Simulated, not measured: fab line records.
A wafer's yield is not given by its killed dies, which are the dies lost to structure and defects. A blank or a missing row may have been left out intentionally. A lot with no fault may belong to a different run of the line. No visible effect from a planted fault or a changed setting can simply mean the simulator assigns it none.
Comparing a struck lot with a sound one | flow berkeley cmos170 | 31 steps out of a route of 331
Sound: these wafers, L945.2, L945.3, L945.4. Wafers L956.1, L956.2, L956.5 were the ones struck. Last of all comes the cause.
Per side, at each step with rows, come the tool, then ch with its chambers, and then its first start. Under that, the readings that differ: sound wafers | struck wafers | difference of the means | sigmas: that difference in standard deviations of wafers without a fault.
alike: a reading whose means differ by less than 2 such deviations, as well as words and numbers matching on both sides. not compared: withheld readings; readings where some wafer has no value; bounds like >300 that might hide an equal value; numbers whose values overlap and for which the record gives no deviation.
The two part at a step that has a row with sigmas, a row that says differs or no value, or rows on one side only. Numbers that have no deviation but don't overlap get no sigmas and don't part them. A reading missing from all wafers of one side parts the sides only when that side holds two or more wafers.

first, 6 steps without rows for these wafers: UCB170_V1_HMDS_06 (prime time 60 s); UCB170_V1_COAT_07 (resist thk 900 nm); UCB170_V1_SOFTBAKE_08 (time 60 s); UCB170_V1_EXPOSE_09 (exposes mask VIA1, target cd 700 nm); UCB170_V1_PEB_10; UCB170_V1_DEVELOP_11 (develop time 45 s).
UCB170_V1_CD_MEAS_12 targets a cd of 700 nm.
  sound on cd sem-02 at day 9 00:40; struck on cd sem-01 at day 11 17:42
  alike: cd nm
UCB170_V1_OVL_MEAS_13:
  sound on overlay-01 at day 9 00:46; struck on overlay-01 at day 11 17:49
  alike: V1_OVL
UCB170_V1_ETCH_14: etches SiO2 in CHF3/CF4/Ar, stops on Al, target depth 1250 nm, time 291 s.
  sound on rie diel-02 ch 0,2,3, day 9 00:48; struck on rie diel-02 ch 2,3, day 11 17:52
  alike: CHF3_flow_sccm, drypump motor current A, oes product au, throttle valve pct
  not compared: rf hours counter h
UCB170_V1_STRIP_15: strips in O2.
  sound on plasma asher-01 ch 0,1, day 9 00:59; struck on plasma asher-03 ch 0,1, day 11 18:02
  alike: drypump motor current A, oes product au, strip time to endpoint s
  not compared: rf hours counter h
UCB170_V1_CD_MEAS_90 targets a cd of 700 nm.
  sound on cd sem-02 at day 9 01:23; struck on cd sem-02 at day 11 18:08
  alike: cd nm
then, 1 step without rows for these wafers: UCB170_M2_PRE_CLEAN_00 (preclean etch time 60 s).
UCB170_M2_SPUTTER_01: material Al, target thk 900 nm, time 120 s.
  sound on pvd sputter-04 at day 9 01:33; struck on pvd sputter-01 at day 11 18:19
  reading                               | sound             | struck         | difference | sigmas
  model.Al_of_M2_SPUTTER_01.thk nm (nm) | 886.5 892.9 882.1 | 1218 1211 1217 | +328       |
  alike: throttle valve pct
UCB170_M2_RS_MEAS_02: measures by four-point-probe.
  sound on film metro-03 at day 9 01:39; struck on film metro-02 at day 11 18:24
  reading           | sound                | struck               | difference | sigmas
  M2_AL_RS (ohm/sq) | 0.0326 0.0323 0.0327 | 0.0237 0.0239 0.0237 | -0.0088    | -24
UCB170_M2_THK_MEAS_03: measures by xrf.
  sound on film metro-03 at day 9 01:46; struck on film metro-02 at day 11 18:31
  reading        | sound       | struck         | difference | sigmas
  M2_AL_THK (nm) | 866 874 865 | 1193 1182 1190 | +320       | +32
then, 3 steps without rows for these wafers: UCB170_M2_HMDS_04 (prime time 60 s); UCB170_M2_COAT_05 (resist thk 900 nm); UCB170_M2_SOFTBAKE_06 (time 60 s).
UCB170_M2_STRIP_07: strips in O2.
  sound on plasma asher-04 ch 0,1, day 9 02:16; struck on plasma asher-02 ch 0,1, day 11 19:02
  alike: drypump motor current A, oes product au, strip time to endpoint s
  not compared: rf hours counter h
then, 7 steps without rows for these wafers: UCB170_M2_STRIP_08 (strips KrF in DMSO, time 600 s); UCB170_M2_COAT_09; UCB170_M2_COAT_10 (resist thk 900 nm); UCB170_M2_SOFTBAKE_11 (time 60 s); UCB170_M2_EXPOSE_12 (exposes mask METAL2, target cd 700 nm); UCB170_M2_PEB_13; UCB170_M2_DEVELOP_14 (develop time 45 s).
UCB170_M2_CD_MEAS_15 targets a cd of 700 nm.
  sound on cd sem-02 at day 9 03:42; struck on cd sem-01 at day 11 20:24
  alike: cd nm
UCB170_M2_OVL_MEAS_16:
  sound on overlay-02 at day 9 03:49; struck on overlay-01 at day 11 20:31
  alike: M2_OVL
UCB170_M2_ETCH_17: etches BARC in N2/H2.
  sound on rie diel-03 ch 0,1,2, day 9 03:50; struck on rie diel-03 ch 2,3, day 11 20:33
  alike: drypump motor current A, oes product au, throttle valve pct
UCB170_M2_METAL_ETCH_18: etches Al in Cl2/BCl3, stops on SiO2, target depth 1170 nm, time 195 s.
  sound on rie metal-04 ch 0,1, day 9 03:53; struck on rie metal-03 ch 0,1, day 11 20:36
  reading               | sound             | struck            | difference | sigmas
  oes product au (a.u.) | 0.866 0.848 0.872 | 0.979 1.005 1.005 | +0.134     | +7
  alike: drypump motor current A, throttle valve pct
  not compared: rf hours counter h
UCB170_M2_STRIP_19: strips in O2.
  sound on plasma asher-04 ch 0,1, day 9 04:04; struck on plasma asher-02 ch 0,1, day 11 20:47
  alike: drypump motor current A, oes product au
  not compared: rf hours counter h

== WHERE THEY PART ==
First at UCB170_M2_RS_MEAS_02; last, within this record, at UCB170_M2_METAL_ETCH_18. Later steps at which nothing parts them and some readings are alike: UCB170_M2_STRIP_19.

WHY: what the simulator had put in
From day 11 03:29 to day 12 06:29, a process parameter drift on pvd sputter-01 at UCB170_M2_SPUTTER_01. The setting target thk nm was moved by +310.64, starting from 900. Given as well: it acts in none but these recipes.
